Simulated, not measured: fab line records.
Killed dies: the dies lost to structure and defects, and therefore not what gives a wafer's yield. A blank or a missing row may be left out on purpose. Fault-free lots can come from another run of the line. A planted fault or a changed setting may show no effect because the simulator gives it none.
A single fault, viewed from 2 desks :: flow berkeley-cmos170 :: only its own numbers are on each desk; what lay behind them is given at the end

## TOOL OWNER'S DESK, rie-diel-04
The tool's own readings at UCB170_V1_ETCH_14 (etches SiO2 in CHF3/CF4/Ar, stops on Al, target depth 1250 nm, time 291 s): means of the sampled wafers that have a number, for each lot that ran on this tool. Marked OUT: a lot whose mean sits more than 4 standard deviations from the usual mean, which makes it out of limits; the brackets give that distance.
Columns: A = drypump-motor-current-A at UCB170_V1_ETCH_14, usual 5.9 A; B = oes-product-au at UCB170_V1_ETCH_14, usual 0.870 a.u.; C = run-length-s at UCB170_V1_ETCH_14, usual 319.5 s; D = throttle-valve-pct at UCB170_V1_ETCH_14, usual 6.95 %
lot: L248
first seen here: day 10 02:21
A: 5.9
B: 0.871
C: 319.6
D: 7.04

lot: L251
first seen here: day 11 01:34
A: 6.1
B: 0.877
C: 319.3
D: 7.01

lot: L254
first seen here: day 11 08:58
A: 5.8
B: 0.880
C: 319.4
D: 7.05

lot: L256
first seen here: day 12 06:48
A: 6.0
B: 0.860
C: 333.8 (+38) OUT
D: 7.01
This desk's verdict: out of limits on L256, starting with L256 at day 12 06:48 (run-length-s at UCB170_V1_ETCH_14). L248, L251, L254 stayed within limits.

## AT THE METROLOGY DESK
What the gauges read, lot by lot, whatever tool the lot ran on: means of the sampled wafers that have a number. Marked OUT: a lot whose mean sits more than 4 standard deviations from the usual mean, which makes it out of limits; the brackets give that distance.
Columns: A = PWELL_OVL at UCB170_PWELL_OVL_MEAS_13, usual -2 nm; B = FIELD_OXIDE_LEFT_1_THK at UCB170_FIELD_THK_MEAS_90, usual 444 nm; C = V2_POLISHED_THK at UCB170_V2_THK_MEAS_04, usual 999.7 nm
lot: L243
first seen here: day 3 11:52
A: 9
B: 447
C: 1000.5

lot: L242
first seen here: day 3 12:08
A: 2
B: 432
C: 999.5

lot: L248
first seen here: day 4 12:11
A: -0
B: 453
C: 999.6

lot: L249
first seen here: day 4 20:16
A: 4
B: 431
C: 1000.3

lot: L252
first seen here: day 5 06:36
A: -6
B: 447
C: 999.4

lot: L251
first seen here: day 5 06:42
A: -2
B: 449
C: 1000.3

lot: L254
first seen here: day 6 01:18
A: -6
B: 459
C: 1001.1

lot: L255
first seen here: day 6 01:24
A: -1
B: 430
C: 999.7

lot: L257
first seen here: day 6 17:49
A: -6
B: 436
C: 999.7

lot: L256
first seen here: day 6 18:02
A: -1
B: 439
C: 999.4

lot: L259
first seen here: day 7 09:08
A: -6
B: 441
C: 999.0

lot: L262
first seen here: day 7 22:49
A: 0
B: 452
C: 999.1

lot: L265
first seen here: day 8 04:49
A: -3
B: 441
C: 999.1
Result from this desk: across the 13 lots, nothing is out of limits.

## PUT TOGETHER
The tool owner's desk had the chance to raise an alarm at day 12 06:48 on L256.
At the metrology desk, nothing out of limits was observed.
The metrology desk has L256 on record, within its limits.
UCB170_V1_ETCH_14 was run on rie-diel-04 by each of the lots named.

## WHAT WAS PUT IN BY THE SIMULATOR
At UCB170_V1_ETCH_14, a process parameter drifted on rie-diel-04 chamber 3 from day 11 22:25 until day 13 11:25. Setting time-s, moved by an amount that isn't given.
Struck lots among those shown: L256.
Delay in hours, fault start to first out-of-limits reading, by desk: the tool owner's desk at 8.
